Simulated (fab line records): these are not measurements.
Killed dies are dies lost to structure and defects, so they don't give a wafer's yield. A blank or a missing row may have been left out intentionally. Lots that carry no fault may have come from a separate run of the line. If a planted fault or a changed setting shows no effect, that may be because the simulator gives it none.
Shared-tool check / flow rit-cmos / Sample size 14 lots and 42 wafers

## REASON FOR OPENING
RIT_PLDD_TW_MEAS_10, reading PLDD_TW: flagged on 2 of 14 lots. Wafers without a fault read 2345, standard deviation 23.
Rule: a lot gets a flag if all its wafers with a number sit over 4 standard deviations from that mean, or if no wafer of it has a number. The other lots count as sound.

lot=L999; measured=day 3 01:08; on=film-metro-03; PLDD_TW, wafer by wafer=2357 2351 2374; flag=
lot=L101; measured=day 3 11:02; on=film-metro-03; PLDD_TW, wafer by wafer=2350 2375 2362; flag=
lot=L102; measured=day 3 14:56; on=film-metro-01; PLDD_TW, wafer by wafer=2341 2334 2348; flag=
lot=L103; measured=day 3 19:58; on=film-metro-01; PLDD_TW, wafer by wafer=2348 2357 2347; flag=
lot=L104; measured=day 4 01:41; on=film-metro-03; PLDD_TW, wafer by wafer=2379 2376 2379; flag=
lot=L108; measured=day 4 21:11; on=film-metro-01; PLDD_TW, wafer by wafer=2359 2359 2338; flag=
lot=L109; measured=day 5 01:39; on=film-metro-03; PLDD_TW, wafer by wafer=2367 2390 2373; flag=
lot=L110; measured=day 5 08:50; on=film-metro-04; PLDD_TW, wafer by wafer=2312 2318 2324; flag=
lot=L114; measured=day 6 03:04; on=film-metro-04; PLDD_TW, wafer by wafer=2313 2306 2321; flag=
lot=L117; measured=day 6 18:05; on=film-metro-04; PLDD_TW, wafer by wafer=2321 2309 2331; flag=
lot=L118; measured=day 7 00:01; on=film-metro-04; PLDD_TW, wafer by wafer=2311 2316 2319; flag=
lot=L119; measured=day 7 04:40; on=film-metro-03; PLDD_TW, wafer by wafer=2531 2539 2530; flag=FLAGGED
lot=L120; measured=day 7 11:25; on=film-metro-01; PLDD_TW, wafer by wafer=2539 2536 2537; flag=FLAGGED
lot=L121; measured=day 7 15:39; on=film-metro-04; PLDD_TW, wafer by wafer=2330 2324 2322; flag=
The numbers of the flagged lots are 2535 on average: +190 against the usual, or +8 standard deviations.

## EACH LOT AND THE TOOL IT RAN ON
The record keeps 1 process step preceding the reading, out of 202 steps on the route. Cell contents, in order: the tool; ch with the chambers the sampled wafers went through; the start.
lot=L999; flag=; RIT_PLDD_IMPLANT_08=implanter-02 ch 0, day 3 00:48
lot=L101; flag=; RIT_PLDD_IMPLANT_08=implanter-04 ch 0, day 3 10:43
lot=L102; flag=; RIT_PLDD_IMPLANT_08=implanter-03 ch 0, day 3 14:37
lot=L103; flag=; RIT_PLDD_IMPLANT_08=implanter-04 ch 0, day 3 19:40
lot=L104; flag=; RIT_PLDD_IMPLANT_08=implanter-03 ch 0, day 4 01:23
lot=L108; flag=; RIT_PLDD_IMPLANT_08=implanter-02 ch 0, day 4 20:52
lot=L109; flag=; RIT_PLDD_IMPLANT_08=implanter-02 ch 0, day 5 01:20
lot=L110; flag=; RIT_PLDD_IMPLANT_08=implanter-04 ch 0, day 5 08:33
lot=L114; flag=; RIT_PLDD_IMPLANT_08=implanter-02 ch 0, day 6 02:45
lot=L117; flag=; RIT_PLDD_IMPLANT_08=implanter-03 ch 0, day 6 17:45
lot=L118; flag=; RIT_PLDD_IMPLANT_08=implanter-03 ch 0, day 6 23:41
lot=L119; flag=FLAGGED; RIT_PLDD_IMPLANT_08=implanter-02 ch 0, day 7 04:21
lot=L120; flag=FLAGGED; RIT_PLDD_IMPLANT_08=implanter-02 ch 0, day 7 11:05
lot=L121; flag=; RIT_PLDD_IMPLANT_08=implanter-03 ch 0, day 7 15:20
What the steps here do:
- RIT_PLDD_IMPLANT_08
- RIT_PLDD_TW_MEAS_10

## FLAGGED OVER TOTAL, TOOL BY TOOL (the gauges that took the reading come last)
step=RIT_PLDD_IMPLANT_08; tool=implanter-02; lots run=6; flagged=2; share of the flagged lots=all; sound lots run after its first flagged lot=0
step=RIT_PLDD_IMPLANT_08; tool=implanter-03; lots run=5; flagged=0; share of the flagged lots=none; sound lots run after its first flagged lot=-
step=RIT_PLDD_IMPLANT_08; tool=implanter-04; lots run=3; flagged=0; share of the flagged lots=none; sound lots run after its first flagged lot=-
step=RIT_PLDD_TW_MEAS_10; tool=film-metro-01; lots run=4; flagged=1; share of the flagged lots=some; sound lots run after its first flagged lot=0
step=RIT_PLDD_TW_MEAS_10; tool=film-metro-03; lots run=5; flagged=1; share of the flagged lots=some; sound lots run after its first flagged lot=0
step=RIT_PLDD_TW_MEAS_10; tool=film-metro-04; lots run=5; flagged=0; share of the flagged lots=none; sound lots run after its first flagged lot=-

## WHAT THE TABLE ALLOWS
In the table, 1 row covers all flagged lots: implanter-02 at RIT_PLDD_IMPLANT_08.
- implanter-02 at RIT_PLDD_IMPLANT_08: 2 of its 6 lots flagged. A fault beginning between L114 (day 6 02:45), its last sound lot, and L119 (day 7 04:21), its first flagged one, fits the data. Its own readings lie more than 4 standard deviations out on every wafer of the flagged lots: beam-energy-keV.
implanter-02 at RIT_PLDD_IMPLANT_08 is the single tool remaining.

## WHAT HAD BEEN PUT IN BY THE SIMULATOR
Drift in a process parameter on implanter-02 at RIT_PLDD_IMPLANT_08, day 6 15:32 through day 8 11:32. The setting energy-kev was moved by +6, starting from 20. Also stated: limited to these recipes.
Shown lots that were struck: L119, L120. The rule above reached the same finding.
